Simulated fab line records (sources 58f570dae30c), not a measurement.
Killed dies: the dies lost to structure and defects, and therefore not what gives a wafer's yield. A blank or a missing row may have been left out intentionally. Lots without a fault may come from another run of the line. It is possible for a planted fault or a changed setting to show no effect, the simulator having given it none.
Matching of chambers -- flow berkeley-cmos170 -- UCB170_V2_CMP_02 on cmp-01: 4 sister chambers
The step polishes SiO2. 8 wafers are shown with their chamber, then 8 later ones without.

== EACH WAFER AND ITS CHAMBER ==
wafer,chamber,motor-current-A (A),head-pressure-psi (psi)
L225.1,3,17.4,5.992
L223.3,2,13.1,5.993
L226.2,1,12.5,6.017
L226.5,0,16.0,6.005
L238.2,3,16.7,5.976
L238.3,0,16.2,6.008
L238.6,2,13.4,5.985
L239.1,1,12.2,5.993

== WAFERS WITHOUT THEIR CHAMBER ==
wafer,motor-current-A (A),head-pressure-psi (psi)
L239.2,16.9,5.986
L239.6,12.8,6.002
L241.1,13.0,6.005
L241.2,16.0,5.976
L241.4,17.2,5.998
L244.1,12.9,5.989
L244.2,16.2,6.005
L244.4,12.8,6.019

== WHICH CHAMBER EACH WENT THROUGH ==
wafer,from the rows above,in truth
L239.2,3,3
L239.6,can't be placed: 1 or 2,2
L241.1,can't be placed: 2 or 1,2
L241.2,can't be placed: 0 or 3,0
L241.4,3,3
L244.1,can't be placed: 2 or 1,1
L244.2,0,0
L244.4,can't be placed: 1 or 2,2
Correctly placed: 3 of 8. Unplaceable from these rows: 5, with the true chamber sitting among the candidates in 5. Wrongly placed: 0.
How it was worked out, from the rows above alone: a wafer's distance from a chamber is the root of the sum, over the readings, of the square of ((its reading less the chamber's mean) divided by the reading's scatter). If the next closest chamber is less than 2 further off than the closest, the wafer can't be placed; otherwise it belongs to the closest. A chamber's mean is the mean of its shown wafers. The scatter: the root of (the sum of the squares of (reading less its chamber's mean) over the shown wafers, divided by (wafers less chambers)).
